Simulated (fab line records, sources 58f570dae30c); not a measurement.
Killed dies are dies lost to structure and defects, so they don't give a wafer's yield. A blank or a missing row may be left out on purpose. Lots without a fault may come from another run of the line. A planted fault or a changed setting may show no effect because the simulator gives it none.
A struck lot beside a sound one | flow berkeley_cmos170 | 43 steps out of a route of 331
Sound: wafers L335.1, L335.2, L335.4. Struck: wafers L342.1, L342.4, L342.6. The cause comes at the end.
At each step with rows: each side's tool, then ch and its chambers, then its first start. Under that, the readings that differ: sound wafers | struck wafers | difference of the means | sigmas: that difference in standard deviations of wafers without a fault.
alike: readings whose means differ by less than 2 such deviations, and words and numbers that are the same on both sides. not compared: withheld readings, readings that some wafer has no value for, bounds like >300 that may hide the same value, and numbers for which the record gives no deviation and whose values overlap.
The two part at a step that has a row with sigmas, a row that says differs or no value, or rows on one side only. Numbers that don't overlap but have no deviation are shown without sigmas and don't part them. A reading that every wafer of one side lacks parts them only if that side has two wafers or more.

first, 6 steps without rows for these wafers: UCB170_PVT_HMDS_00 (prime time 60 s); UCB170_PVT_COAT_01 (resist thk 900 nm); UCB170_PVT_SOFTBAKE_02 (time 60 s); UCB170_PVT_EXPOSE_03 (exposes mask NWELL, target cd 3000 nm); UCB170_PVT_PEB_04; UCB170_PVT_DEVELOP_05 (develop time 45 s).
UCB170_PVT_OVL_MEAS_06:
  sound on overlay-01, day 6 08:04; struck on overlay-02, day 7 15:26
  alike: PVT_OVL
then, 1 step without rows for these wafers: UCB170_PVT_IMPLANT_07.
UCB170_PVT_STRIP_08: strips in O2.
  sound on plasma_asher-03 ch 0,1, day 6 08:15; struck on plasma_asher-02 ch 0,1, day 7 15:37
  alike: drypump_motor_current_A, oes_product_au, strip_time_to_endpoint_s
  not compared: rf_hours_counter_h
UCB170_PVT_TW_MEAS_09:
  sound on film_metro-03, day 6 08:21; struck on film_metro-04, day 7 15:43
  reading | sound       | struck      | difference | sigmas
  PVT_TW  | 514 514 512 | 506 503 508 | -8         | -2
then, 1 step without rows for these wafers: UCB170_GATE_WET_ETCH_00 (etches SiO2 in dHF, time 200 s).
UCB170_FIELD_THK_MEAS_91:
  sound on film_metro-03, day 6 08:32; struck on film_metro-01, day 7 15:50
  alike: FIELD_OXIDE_LEFT_2_THK
UCB170_GATE_OXIDATION_01: target thk 6.6 nm, ox time 1800 s.
  sound on furnace-04 ch 0, day 6 12:55; struck on furnace-04 ch 0, day 7 19:46
  alike: spike_tc_load_C
UCB170_GATE_THK_MEAS_02:
  sound on film_metro-02, day 6 14:25; struck on film_metro-03, day 7 21:16
  alike: GATE_OXIDE_THK
then, 2 steps without rows for these wafers: UCB170_GATE_ANNEAL_03 (time 1800 s); UCB170_GATE_CVD_04 (deposits poly-Si from SiH4, time 1440 s, target thk 214 nm).
UCB170_GATE_THK_MEAS_05:
  sound on film_metro-03, day 6 22:58; struck on film_metro-03, day 8 03:19
  alike: GATE_POLY_THK
then, 6 steps without rows for these wafers: UCB170_GATE_COAT_06; UCB170_GATE_COAT_07 (resist thk 900 nm); UCB170_GATE_SOFTBAKE_08 (time 60 s); UCB170_GATE_EXPOSE_09 (exposes mask POLY, target cd 350 nm); UCB170_GATE_PEB_10; UCB170_GATE_DEVELOP_11 (develop time 45 s).
UCB170_GATE_CD_MEAS_12: target cd 350 nm.
  sound on cd_sem-01, day 7 00:32; struck on cd_sem-01, day 8 04:13
  alike: cd_nm
UCB170_GATE_OVL_MEAS_13:
  sound on overlay-02, day 7 00:40; struck on overlay-01, day 8 04:20
  alike: GATE_OVL
UCB170_GATE_ETCH_14: etches BARC in N2/H2.
  sound on rie_diel-01 ch 0,1,3, day 7 00:42; struck on rie_diel-01 ch 1,2, day 8 04:23
  alike: drypump_motor_current_A, oes_product_au, throttle_valve_pct
UCB170_GATE_ETCH_15: etches poly-Si in HBr/Cl2, stops on SiO2, time 56.3 s, target depth 278.2 nm.
  sound on rie_si-02 ch 0,1,2, day 7 00:44; struck on rie_si-01 ch 0,3, day 8 04:25
  alike: drypump_motor_current_A, oes_product_au, throttle_valve_pct
  not compared: rf_hours_counter_h
UCB170_GATE_STRIP_16: strips in O2.
  sound on plasma_asher-02 ch 0,1, day 7 00:47; struck on plasma_asher-02 ch 0, day 8 04:28
  alike: drypump_motor_current_A, oes_product_au
  not compared: rf_hours_counter_h
UCB170_GATE_CD_MEAS_90: target cd 350 nm.
  sound on cd_sem-01, day 7 00:53; struck on cd_sem-02, day 8 04:34
  alike: cd_nm
then, 7 steps without rows for these wafers: UCB170_GATE_CLEAN_17 (cleans in SPM, time 600 s); UCB170_PLDD_HMDS_00 (prime time 60 s); UCB170_PLDD_COAT_01 (resist thk 904.9 nm); UCB170_PLDD_SOFTBAKE_02 (time 60 s); UCB170_PLDD_EXPOSE_03 (exposes mask PSELECT, target cd 1200 nm); UCB170_PLDD_PEB_04; UCB170_PLDD_DEVELOP_05 (develop time 45 s).
UCB170_PLDD_CD_MEAS_06: target cd 1200 nm.
  sound on cd_sem-01, day 7 02:38; struck on cd_sem-01, day 8 06:19
  alike: cd_nm
UCB170_PLDD_OVL_MEAS_07:
  sound on overlay-01, day 7 02:46; struck on overlay-01, day 8 06:26
  alike: PLDD_OVL
then, 2 steps without rows for these wafers: UCB170_PLDD_IMPLANT_08; UCB170_PLDD_IMPLANT_09.
UCB170_PLDD_STRIP_10: strips in O2.
  sound on plasma_asher-03 ch 0,1, day 7 03:05; struck on plasma_asher-03 ch 0, day 8 06:46
  alike: drypump_motor_current_A, oes_product_au, strip_time_to_endpoint_s
  not compared: rf_hours_counter_h
UCB170_PLDD_TW_MEAS_11:
  sound on film_metro-02, day 7 03:11; struck on film_metro-02, day 8 06:52
  alike: PLDD_TW
UCB170_M3_PROBE_99:
  the record has rows for the struck wafers here (prober-01, day 9 20:27) and none for the sound ones

WHERE THEY PART
First at UCB170_PVT_TW_MEAS_09; last, within this record, at UCB170_M3_PROBE_99.

WHY: what the simulator had put in
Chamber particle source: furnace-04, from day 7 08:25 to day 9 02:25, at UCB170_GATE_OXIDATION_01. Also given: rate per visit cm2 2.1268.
